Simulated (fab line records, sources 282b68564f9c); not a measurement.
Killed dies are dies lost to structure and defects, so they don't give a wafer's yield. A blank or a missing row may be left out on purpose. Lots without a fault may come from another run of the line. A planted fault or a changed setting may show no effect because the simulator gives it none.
A struck lot beside a sound one | flow rit_cmos | 14 steps out of a route of 202
Sound: wafers L881.2, L881.3, L881.5. Struck: wafers L880.3, L880.5, L880.6. The cause comes at the end.
At each step with rows: each side's tool, then ch and its chambers, then its first start. Under that, the readings that differ: sound wafers | struck wafers | difference of the means | sigmas: that difference in standard deviations of wafers without a fault.
alike: readings whose means differ by less than 2 such deviations, and words and numbers that are the same on both sides. not compared: withheld readings, readings that some wafer has no value for, bounds like >300 that may hide the same value, and numbers for which the record gives no deviation and whose values overlap.
The two part at a step that has a row with sigmas, a row that says differs or no value, or rows on one side only. Numbers that don't overlap but have no deviation are shown without sigmas and don't part them. A reading that every wafer of one side lacks parts them only if that side has two wafers or more.

RIT_SILICIDE_SPUTTER_01: material Ti, target thk 30 nm, time 240 s.
  sound on pvd_sputter-01, day 7 02:47; struck on pvd_sputter-04, day 6 09:47
  alike: chamber_pressure_pa, throttle_valve_pct
RIT_SILICIDE_RS_MEAS_02: measures by four-point-probe.
  sound on film_metro-04, day 7 02:58; struck on film_metro-03, day 6 09:59
  alike: SILICIDE_TI_RS
RIT_SILICIDE_THK_MEAS_03: measures by xrf.
  sound on film_metro-04, day 7 03:04; struck on film_metro-03, day 6 10:05
  alike: SILICIDE_TI_THK
RIT_SILICIDE_RTA_04: time 10 s, ramp up 5 s, ramp down 5 s.
  sound on rtp_anneal-02 ch 0, day 7 03:08; struck on rtp_anneal-01 ch 0, day 6 10:08
  alike: wafer_temp_C_max
then, 1 step without rows for these wafers: RIT_SILICIDE_WET_ETCH_05 (etches Ti in SPM, time 120 s).
RIT_SILICIDE_RTA_06: time 10 s, ramp up 5 s, ramp down 10 s.
  sound on rtp_anneal-01 ch 0, day 7 03:14; struck on rtp_anneal-02 ch 0, day 6 10:15
  alike: wafer_temp_C_max
RIT_CONTACT_CVD_00: deposits SiO2 from TEOS, target thk 400 nm, time 61 s.
  sound on pecvd-03 ch 0,2, day 7 03:18; struck on pecvd-02 ch 0,2, day 6 10:17
  alike: heater_power_w, rf_fwd_power_W
RIT_CONTACT_THK_MEAS_01:
  sound on film_metro-03, day 7 03:22; struck on film_metro-04, day 6 10:22
  alike: CONTACT_TEOS_THK
then, 4 steps without rows for these wafers: RIT_CONTACT_HMDS_02 (prime time 60 s); RIT_CONTACT_COAT_03 (resist thk 1000 nm); RIT_CONTACT_SOFTBAKE_04 (time 60 s); RIT_CONTACT_EXPOSE_05 (exposes mask M11, target cd 1000 nm).
RIT_CONTACT_PEB_06:
  sound on litho_track-04 ch 0, day 7 04:14; struck on litho_track-04, day 6 11:09
  reading         | sound          | struck | difference                    | sigmas
  exhaust_pa (Pa) | 45.3 46.5 46.6 | - - -  | no value on the struck wafers |
  not compared: chill_plate_temp_C
then, 1 step without rows for these wafers: RIT_CONTACT_DEVELOP_07 (develop time 120 s).

WHERE THEY PART
Only at RIT_CONTACT_PEB_06, within this record.

WHY: what the simulator had put in
Skipped step whole: litho_track-04, from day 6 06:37 on, at RIT_CONTACT_PEB_06. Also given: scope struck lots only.
